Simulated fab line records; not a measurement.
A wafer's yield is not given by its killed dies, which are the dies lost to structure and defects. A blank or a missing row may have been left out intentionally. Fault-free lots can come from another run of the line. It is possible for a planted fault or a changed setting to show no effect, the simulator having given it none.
The tool behind it: which one? || flow rit_cmos || 14 lots, 42 wafers sampled, at 2 steps of a route of 202

== WHAT THE GAUGES SHOWED, per wafer ==
No reading from a measuring or inspecting step in the record can be judged against a usual standard deviation.

== WHICH TOOL RAN EACH LOT (tool, then ch and the chambers of the sampled wafers, then the start) ==
{"lot": "L666", "RIT_PLDD_STRIP_09": "plasma_asher-01 ch 0,1, day 3 03:55", "RIT_M1_PROBE_99": "-"}
{"lot": "L667", "RIT_PLDD_STRIP_09": "plasma_asher-02 ch 0,1, day 3 09:29", "RIT_M1_PROBE_99": "-"}
{"lot": "L668", "RIT_PLDD_STRIP_09": "plasma_asher-01 ch 0,1, day 3 15:52", "RIT_M1_PROBE_99": "prober-01, day 4 05:31"}
{"lot": "L670", "RIT_PLDD_STRIP_09": "plasma_asher-01 ch 0,1, day 4 07:01", "RIT_M1_PROBE_99": "-"}
{"lot": "L671", "RIT_PLDD_STRIP_09": "plasma_asher-04 ch 0,1, day 4 12:17", "RIT_M1_PROBE_99": "-"}
{"lot": "L673", "RIT_PLDD_STRIP_09": "plasma_asher-04 ch 0,1, day 4 18:45", "RIT_M1_PROBE_99": "-"}
{"lot": "L674", "RIT_PLDD_STRIP_09": "plasma_asher-02 ch 0,1, day 4 19:14", "RIT_M1_PROBE_99": "prober-01, day 5 11:01"}
{"lot": "L678", "RIT_PLDD_STRIP_09": "plasma_asher-01 ch 0, day 5 17:57", "RIT_M1_PROBE_99": "prober-01, day 6 07:59"}
{"lot": "L679", "RIT_PLDD_STRIP_09": "plasma_asher-01 ch 0,1, day 5 22:31", "RIT_M1_PROBE_99": "prober-02, day 6 12:01"}
{"lot": "L685", "RIT_PLDD_STRIP_09": "plasma_asher-04 ch 0,1, day 6 23:05", "RIT_M1_PROBE_99": "-"}
{"lot": "L686", "RIT_PLDD_STRIP_09": "plasma_asher-02 ch 0,1, day 7 02:36", "RIT_M1_PROBE_99": "prober-01, day 7 16:20"}
{"lot": "L687", "RIT_PLDD_STRIP_09": "plasma_asher-04 ch 0,1, day 7 07:10", "RIT_M1_PROBE_99": "prober-02, day 7 20:56"}
{"lot": "L688", "RIT_PLDD_STRIP_09": "plasma_asher-02 ch 0,1, day 7 15:17", "RIT_M1_PROBE_99": "-"}
{"lot": "L689", "RIT_PLDD_STRIP_09": "plasma_asher-04 ch 0,1, day 7 20:57", "RIT_M1_PROBE_99": "prober-02, day 8 11:49"}
- RIT_PLDD_STRIP_09: strips in O2, time 180 s.
- RIT_M1_PROBE_99

== WHAT THE TOOLS THEMSELVES READ (means of the sampled wafers that have a number; where no wafer has one, the mark that the record gives instead) ==
RIT_PLDD_STRIP_09. Usual: chamber_pressure_mTorr 4000 mTorr, standard deviation 3.1; drypump_motor_current_A 5.72 A, standard deviation 0.29.
{"lot": "L666", "tool": "plasma_asher-01", "chamber_pressure_mTorr (mTorr)": 4002, "drypump_motor_current_A (A)": 5.84, "flag": ""}
{"lot": "L667", "tool": "plasma_asher-02", "chamber_pressure_mTorr (mTorr)": 4002, "drypump_motor_current_A (A)": 5.94, "flag": ""}
{"lot": "L668", "tool": "plasma_asher-01", "chamber_pressure_mTorr (mTorr)": 3999, "drypump_motor_current_A (A)": 5.85, "flag": ""}
{"lot": "L670", "tool": "plasma_asher-01", "chamber_pressure_mTorr (mTorr)": 3999, "drypump_motor_current_A (A)": 5.85, "flag": ""}
{"lot": "L671", "tool": "plasma_asher-04", "chamber_pressure_mTorr (mTorr)": 4003, "drypump_motor_current_A (A)": 5.41, "flag": ""}
{"lot": "L673", "tool": "plasma_asher-04", "chamber_pressure_mTorr (mTorr)": 4000, "drypump_motor_current_A (A)": 5.59, "flag": ""}
{"lot": "L674", "tool": "plasma_asher-02", "chamber_pressure_mTorr (mTorr)": 4002, "drypump_motor_current_A (A)": 5.94, "flag": ""}
{"lot": "L678", "tool": "plasma_asher-01", "chamber_pressure_mTorr (mTorr)": "-", "drypump_motor_current_A (A)": "-", "flag": "OFF"}
{"lot": "L679", "tool": "plasma_asher-01", "chamber_pressure_mTorr (mTorr)": "-", "drypump_motor_current_A (A)": "-", "flag": "OFF"}
{"lot": "L685", "tool": "plasma_asher-04", "chamber_pressure_mTorr (mTorr)": 3999, "drypump_motor_current_A (A)": 5.62, "flag": ""}
{"lot": "L686", "tool": "plasma_asher-02", "chamber_pressure_mTorr (mTorr)": 4003, "drypump_motor_current_A (A)": 5.94, "flag": ""}
{"lot": "L687", "tool": "plasma_asher-04", "chamber_pressure_mTorr (mTorr)": 4001, "drypump_motor_current_A (A)": 5.41, "flag": ""}
{"lot": "L688", "tool": "plasma_asher-02", "chamber_pressure_mTorr (mTorr)": 4000, "drypump_motor_current_A (A)": 5.94, "flag": ""}
{"lot": "L689", "tool": "plasma_asher-04", "chamber_pressure_mTorr (mTorr)": 3999, "drypump_motor_current_A (A)": 5.64, "flag": ""}

RIT_M1_PROBE_99. Usual: killed_at_contacts 0.1, standard deviation 0.37; killed_at_front_end 6.9, standard deviation 2.9; killed_dies 7.1, standard deviation 2.9; killed_on_rim 1.9, standard deviation 1.4; killed_open 3.3, standard deviation 1.8; killed_short 3.6, standard deviation 2.2.
{"lot": "L668", "tool": "prober-01", "killed_at_contacts": 0.0, "killed_at_front_end": 6.0, "killed_dies": 6.0, "killed_on_rim": 0.3, "killed_open": 3.7, "killed_short": 2.3, "flag": ""}
{"lot": "L674", "tool": "prober-01", "killed_at_contacts": 0.0, "killed_at_front_end": 7.7, "killed_dies": 7.7, "killed_on_rim": 1.7, "killed_open": 3.0, "killed_short": 4.7, "flag": ""}
{"lot": "L678", "tool": "prober-01", "killed_at_contacts": 0.0, "killed_at_front_end": 264.0, "killed_dies": 264.0, "killed_on_rim": 70.0, "killed_open": 3.0, "killed_short": 3.3, "flag": "OFF"}
{"lot": "L679", "tool": "prober-02", "killed_at_contacts": 0.0, "killed_at_front_end": 264.0, "killed_dies": 264.0, "killed_on_rim": 70.0, "killed_open": 3.3, "killed_short": 4.3, "flag": "OFF"}
{"lot": "L686", "tool": "prober-01", "killed_at_contacts": 0.0, "killed_at_front_end": 5.0, "killed_dies": 5.0, "killed_on_rim": 1.0, "killed_open": 2.3, "killed_short": 2.7, "flag": ""}
{"lot": "L687", "tool": "prober-02", "killed_at_contacts": 0.0, "killed_at_front_end": 8.7, "killed_dies": 8.7, "killed_on_rim": 2.3, "killed_open": 4.7, "killed_short": 4.0, "flag": ""}
{"lot": "L689", "tool": "prober-02", "killed_at_contacts": 0.0, "killed_at_front_end": 6.7, "killed_dies": 6.7, "killed_on_rim": 2.0, "killed_open": 2.7, "killed_short": 4.0, "flag": ""}

== THE ANSWER, worked out from the rows above alone ==
Rule: lot off if the mean of its wafers having a number is beyond 3 standard deviations from the usual mean. Also off: a lot with no number at a reading for which 4 or more lots have one. Any other lot the step has rows for is counted as sound. After the gauges, taken in route order, come the tools' own readings; for these a lot's mean is taken, as printed above. At the first step where some lot is off, the reading lying furthest off is the one used; lots without a number count as furthest.
Off: L678, L679, at RIT_PLDD_STRIP_09 (chamber_pressure_mTorr). Without a number there: L678, L679.
If a tool, at that step or one of the process steps before it, ran each lot that is off and ran no sound lot following the first of them, it fits. One fits: RIT_PLDD_STRIP_09 on plasma_asher-01. A fault onset in the window from L670 (day 4 07:01, its last sound lot) to L678 (day 5 17:57, its first lot off) fits.
Blank at RIT_PLDD_STRIP_09 on the lots that are off, where sound lots have numbers: chamber_pressure_mTorr, drypump_motor_current_A.

== WHAT THE SIMULATOR HAD PUT IN ==
Whole step skipped at RIT_PLDD_STRIP_09 on plasma_asher-01, starting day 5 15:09. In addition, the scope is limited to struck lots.
Lots struck among those shown: L678, L679. The rule above reached the same finding.
